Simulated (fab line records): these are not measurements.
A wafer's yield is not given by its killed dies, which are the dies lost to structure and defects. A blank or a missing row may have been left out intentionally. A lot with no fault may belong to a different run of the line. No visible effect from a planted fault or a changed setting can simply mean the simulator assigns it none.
fab line records    flow ritCmos
record lots=6  wafers=18  lastDay=7
route steps=202 shown FOX2@25 NWELL@28 PWELL@39 WELLDRIVE@50
lots untouched by any fault: they come from a run of this same line in which no faults occurred
startH: hours from the record's opening day to when the first of the lot's shown wafers began    waitH: hours since the lot's step before    " unchanged from the row above    L1.1+2: a single row standing in for several wafers    - value missing, or start not given    * or withheld: withheld    < > ~ a bound
route shown NAME@n: a module of which the file shows steps, and the number in the route of the first    usual: mean/standard deviation taken from wafers without a fault    same: alike in all rows    chamber/n: place in a boat    sites: the reading at each site    _std_site: how widely they spread, as a standard deviation    _edge_site: inner sites' mean taken away from outer sites' mean    radiusMm: for every site, how far away it sits from the centre of the wafer    mask NAME#n: copy n    behind: tool/chamber where the wafer was last shaped    hold: reason for holding the lot/hours on hold/outcome of the hold    device: which transistor (n, p or np) failed to switch    end of line: the same wafers' tests at the end of the route    a step given without rows: its recipe and nothing more    killed: dies that structure and defects cost at the first sort, which is not the same as the wafer's yield    map: the dies of a wafer, with x for killed, . for not killed, _ for no die there
set.NAME: the setting the step ran with; set.NAME@STEP: the setting that earlier step ran with    model.NAME: the simulator's own value behind a step, which no gauge read
a table for each step, a row for each wafer; lots at some steps of the route
services: when a tool's chamber went out of use (startH, in hours from the record's first day, below 0 if earlier), for how many hours, and the reason
## steps
# step RIT_FOX2_CLEAN_02
# recipe chemistry=dHF  dilution=50:1  timeS=180
# step RIT_FOX2_WET_ETCH_03
# recipe chemistry=H3PO4  target=Si3N4  targetDepthNm=195  tempC=165  timeS=2700
# step RIT_FOX2_THK_MEAS_90
# recipe reads=SiO2_of_FOX2_OXIDATION_00
# usual FIELD_OXIDE_LEFT_1_THK=325/6.4
lot.wafer  tool          chamber  startH  waitH  FIELD_OXIDE_LEFT_1_THK[nm]
L821.2     filmMetro-04  -        34.35   0.0    321
L821.4     "             -        "       "      323
L821.6     "             -        "       "      323
L826.1     filmMetro-03  -        59.33   0.0    320
L826.4     "             -        "       "      323
L826.6     "             -        "       "      327
L827.1     filmMetro-01  -        64.33   0.0    315
L827.2     "             -        "       "      310
L827.5     "             -        "       "      315
L834.2     filmMetro-04  -        99.97   0.0    323
L834.3     "             -        "       "      320
L834.4     "             -        "       "      322
L837.4     filmMetro-01  -        114.31  0.0    329
L837.5     "             -        "       "      324
L837.6     "             -        "       "      324
L838.1     filmMetro-04  -        120.76  0.0    325
L838.2     "             -        "       "      328
L838.3     "             -        "       "      326
# step RIT_NWELL_HMDS_00
# recipe primeTimeS=60  primeTempC=140
# step RIT_NWELL_COAT_01
# recipe resist=NOVOLAK  spinRpm=2000  resistThkNm=1300
# step RIT_NWELL_SOFTBAKE_02
# recipe resist=NOVOLAK  tempC=90  timeS=57.39
# step RIT_NWELL_EXPOSE_03
# recipe maskId=M2  na=0.57  targetCdNm=43900  doseMj=250
# step RIT_NWELL_PEB_04
# recipe resist=NOVOLAK  tempC=withheld  timeS=withheld
# step RIT_NWELL_DEVELOP_05
# recipe resist=NOVOLAK  developTimeS=68  devTempC=23
# step RIT_NWELL_OVL_MEAS_06
# usual NWELL_OVL=0.8/1.4
lot.wafer  tool        chamber  startH  waitH  NWELL_OVL[nm]
L821.2     overlay-01  -        35.41   -      0.0
L821.4     "           -        "       "      2.2
L821.6     "           -        "       "      1.2
L826.1     overlay-01  -        60.27   -      2.2
L826.4     "           -        "       "      0.4
L826.6     "           -        "       "      0.8
L827.1     overlay-02  -        65.39   -      -1.1
L827.2     "           -        "       "      -2.5
L827.5     "           -        "       "      -1.7
L834.2     overlay-01  -        101.03  -      0.2
L834.3     "           -        "       "      1.5
L834.4     "           -        "       "      -0.4
L837.4     overlay-01  -        115.24  -      1.8
L837.5     "           -        "       "      1.8
L837.6     "           -        "       "      1.5
L838.1     overlay-01  -        121.70  -      1.2
L838.2     "           -        "       "      1.8
L838.3     "           -        "       "      3.8
# step RIT_NWELL_HARDBAKE_07
# recipe resist=NOVOLAK  tempC=140  timeS=120
# step RIT_NWELL_IMPLANT_08
# recipe species=P  energyKev=170  doseCm2=5e+13  tiltDeg=7
# step RIT_NWELL_STRIP_09
# recipe chemistry=O2  timeS=180  resist=NOVOLAK  platenTempC=withheld  powerW=500  pressureMtorr=4000  o2FlowSccm=4000
# usual chamberPressureMTorr=4000/3.8  drypumpMotorCurrentA=5.7/0.44
lot.wafer  tool            chamber  startH  waitH  chamberPressureMTorr  drypumpMotorCurrentA  rfHoursCounterH  model.NOVOLAK_of_NWELL_COAT_01.thkNm
L821.2     plasmaAsher-01  0        35.84   0.1    3995                  5.6                   37               0
L821.4     "               0        "       "      4008                  5.6                   -                0
L821.6     "               0        "       "      3999                  5.6                   -                0
L826.1     plasmaAsher-01  0        60.71   0.1    -                     -                     -                1137
L826.4     "               0        "       "      -                     -                     -                1137
L826.6     "               1        "       "      -                     -                     -                1138
L827.1     plasmaAsher-04  0        65.83   0.1    -                     -                     -                1142
L827.2     "               1        "       "      -                     -                     -                1137
L827.5     "               1        "       "      -                     -                     -                1141
L834.2     plasmaAsher-03  1        101.46  0.1    4004                  5.5                   45               0
L834.3     "               0        "       "      3997                  6.1                   -                0
L834.4     "               1        "       "      3999                  5.5                   -                0
L837.4     plasmaAsher-01  0        115.71  0.1    4005                  5.6                   -                0
L837.5     "               1        "       "      3990                  6.3                   -                0
L837.6     "               0        "       "      3997                  5.6                   -                0
L838.1     plasmaAsher-01  1        122.13  0.1    3995                  6.3                   46               0
L838.2     "               0        "       "      4003                  5.6                   46               0
L838.3     "               0        "       "      4002                  5.6                   -                0
# step RIT_NWELL_TW_MEAS_10
# usual NWELL_TW=2129/20
lot.wafer  tool          chamber  startH  waitH  NWELL_TW
L821.2     filmMetro-03  -        36.03   0.1    2149
L821.4     "             -        "       "      2127
L821.6     "             -        "       "      2147
L826.1     filmMetro-02  -        60.88   0.1    2113
L826.4     "             -        "       "      2116
L826.6     "             -        "       "      2131
L827.1     filmMetro-01  -        66.00   0.1    2137
L827.2     "             -        "       "      2143
L827.5     "             -        "       "      2142
L834.2     filmMetro-02  -        101.65  0.1    2116
L834.3     "             -        "       "      2107
L834.4     "             -        "       "      2103
L837.4     filmMetro-02  -        115.86  0.1    2121
L837.5     "             -        "       "      2118
L837.6     "             -        "       "      2127
L838.1     filmMetro-03  -        122.31  0.1    2148
L838.2     "             -        "       "      2156
L838.3     "             -        "       "      2146
# step RIT_PWELL_HMDS_00
# recipe primeTimeS=60  primeTempC=140
# step RIT_PWELL_COAT_01
# recipe resist=NOVOLAK  spinRpm=2000  resistThkNm=1300
# step RIT_PWELL_SOFTBAKE_02
# recipe resist=NOVOLAK  tempC=90  timeS=61.64
# usual plateSensorTCentreC=90.968/0.01  plateSensorTEdgeC=91.021/0.011
lot.wafer  tool           chamber  startH  waitH  plateSensorTCentreC  plateSensorTEdgeC
L821.2     lithoTrack-02  0        36.68   0.1    90.980               91.012
L821.4     "              0        "       "      90.986               91.026
L821.6     "              0        "       "      90.975               91.023
L826.1     lithoTrack-02  0        61.24   0.1    90.984               91.037
L826.4     "              0        "       "      90.975               91.022
L826.6     "              0        "       "      90.971               91.027
L827.1     lithoTrack-03  0        66.36   0.1    90.958               91.019
L827.2     "              0        "       "      90.971               91.008
L827.5     "              0        "       "      90.971               91.022
L834.2     lithoTrack-02  0        102.02  0.1    90.973               91.016
L834.3     "              0        "       "      90.961               91.004
L834.4     "              0        "       "      90.978               91.000
L837.4     lithoTrack-02  0        116.26  0.1    90.954               91.021
L837.5     "              0        "       "      90.973               91.018
L837.6     "              0        "       "      90.973               91.008
L838.1     lithoTrack-03  0        122.67  0.1    90.961               91.028
L838.2     "              0        "       "      90.984               91.013
L838.3     "              0        "       "      90.970               91.022
# step RIT_PWELL_EXPOSE_03
# recipe maskId=M3  na=0.57  targetCdNm=43700  doseMj=250
# step RIT_PWELL_PEB_04
# recipe resist=NOVOLAK  tempC=withheld  timeS=withheld
# step RIT_PWELL_DEVELOP_05
# recipe resist=NOVOLAK  developTimeS=68  devTempC=23
# step RIT_PWELL_OVL_MEAS_06
# usual PWELL_OVL=-0.8/1.3
lot.wafer  tool        chamber  startH  waitH  PWELL_OVL[nm]
L821.2     overlay-02  -        37.25   -      -0.4
L821.4     "           -        "       "      -3.3
L821.6     "           -        "       "      -0.5
L826.1     overlay-02  -        61.99   -      0.5
L826.4     "           -        "       "      -0.8
L826.6     "           -        "       "      -0.2
L827.1     overlay-02  -        67.07   -      2.6
L827.2     "           -        "       "      0.2
L827.5     "           -        "       "      1.8
L834.2     overlay-01  -        102.58  -      -0.4
L834.3     "           -        "       "      1.0
L834.4     "           -        "       "      -0.2
L837.4     overlay-01  -        116.79  -      -1.7
L837.5     "           -        "       "      -1.3
L837.6     "           -        "       "      -1.8
L838.1     overlay-01  -        123.25  -      1.1
L838.2     "           -        "       "      1.2
L838.3     "           -        "       "      -1.7
# step RIT_PWELL_HARDBAKE_07
# recipe resist=NOVOLAK  tempC=140  timeS=120
# step RIT_PWELL_IMPLANT_08
# recipe species=B  energyKev=170  doseCm2=7e+13  tiltDeg=7
# step RIT_PWELL_STRIP_09
# recipe chemistry=O2  timeS=180  resist=NOVOLAK  platenTempC=withheld  powerW=500  pressureMtorr=4000  o2FlowSccm=4000
# usual chamberPressureMTorr=4000/3.8  drypumpMotorCurrentA=5.87/0.27
lot.wafer  tool            chamber  startH  waitH  chamberPressureMTorr  drypumpMotorCurrentA  rfHoursCounterH
L821.2     plasmaAsher-01  1        37.68   0.1    4001                  6.32                  37
L821.4     "               1        "       "      3998                  6.33                  -
L821.6     "               0        "       "      3996                  5.59                  -
L826.1     plasmaAsher-02  0        62.54   0.1    4005                  5.93                  29
L826.4     "               0        "       "      3992                  5.91                  -
L826.6     "               1        "       "      4004                  5.76                  -
L827.1     plasmaAsher-02  0        67.51   0.1    3999                  5.94                  29
L827.2     "               1        "       "      3997                  5.76                  29
L827.5     "               1        "       "      3996                  5.74                  -
L834.2     plasmaAsher-02  0        103.01  0.1    4005                  5.96                  33
L834.3     "               0        "       "      4000                  5.96                  -
L834.4     "               1        "       "      3997                  5.78                  -
L837.4     plasmaAsher-02  0        117.26  0.1    4003                  5.92                  -
L837.5     "               1        "       "      4004                  5.75                  -
L837.6     "               0        "       "      3998                  5.92                  -
L838.1     plasmaAsher-03  0        123.68  0.1    4001                  6.06                  1
L838.2     "               1        "       "      3997                  5.49                  1
L838.3     "               0        "       "      3989                  6.07                  -
# step RIT_PWELL_TW_MEAS_10
# usual PWELL_TW=948/7.8
lot.wafer  tool          chamber  startH  waitH  PWELL_TW
L821.2     filmMetro-01  -        37.86   0.1    951
L821.4     "             -        "       "      955
L821.6     "             -        "       "      955
L826.1     filmMetro-01  -        62.72   0.1    30
L826.4     "             -        "       "      30
L826.6     "             -        "       "      30
L827.1     filmMetro-01  -        67.68   0.1    30
L827.2     "             -        "       "      30
L827.5     "             -        "       "      30
L834.2     filmMetro-01  -        103.20  0.1    957
L834.3     "             -        "       "      956
L834.4     "             -        "       "      955
L837.4     filmMetro-01  -        117.41  0.1    954
L837.5     "             -        "       "      954
L837.6     "             -        "       "      951
L838.1     filmMetro-02  -        123.86  0.1    934
L838.2     "             -        "       "      932
L838.3     "             -        "       "      931
# step RIT_WELLDRIVE_ANNEAL_00
# recipe tempC=1100  timeS=14700  ambient=N2
## services
tool            chamber  startH  hours  kind
plasmaAsher-03  -        108.75  9.0    pm
plasmaAsher-03  0        108.75  9.0    ventCycle
plasmaAsher-03  1        108.75  9.0    ventCycle
plasmaAsher-03  0        117.75  -      clean
plasmaAsher-03  1        117.75  -      clean
## key
firstSign step=RIT_NWELL_STRIP_09  reading=toolRecord  direction=missing
effect step=RIT_PWELL_TW_MEAS_10  reading=PWELL_TW  direction=down  sigmas=99+  usual=948  struck=30
modelEffect step=RIT_NWELL_STRIP_09  value=NOVOLAK_of_NWELL_COAT_01.thkNm  without=0  struck=1139
metAt RIT_NWELL_STRIP_09
struckWafers L826.1,L826.4,L826.6,L827.1,L827.2,L827.5
laterRowsLeftOut L826.1,L826.4,L826.6,L827.1,L827.2,L827.5
sortLeftOut L826.1,L826.4,L826.6,L827.1,L827.2,L827.5
testerLeftOut L826,L827
onsetBetween 35.84 60.71
fault kind=skippedStepWhole  tool=plasmaAsher-01,plasmaAsher-04  chamber=-  onsetH=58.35  steps=RIT_NWELL_STRIP_09  scope=struckLotsOnly
# testerLeftOut: of these lots the tester's yield and bins aren't shown, on N5 and GAA mostly nor the transistor test; their killed dies are dies lost to structure and defects alone, not to doping, threshold or leakage, so they don't give the yield
# sortLeftOut: the simulated sort isn't trusted on such a fault, so these wafers' sort isn't shown, and their yield isn't known
# laterRowsLeftOut: the simulator's readings of these wafers behind a module that went badly wrong aren't trusted and aren't shown, but for the sort
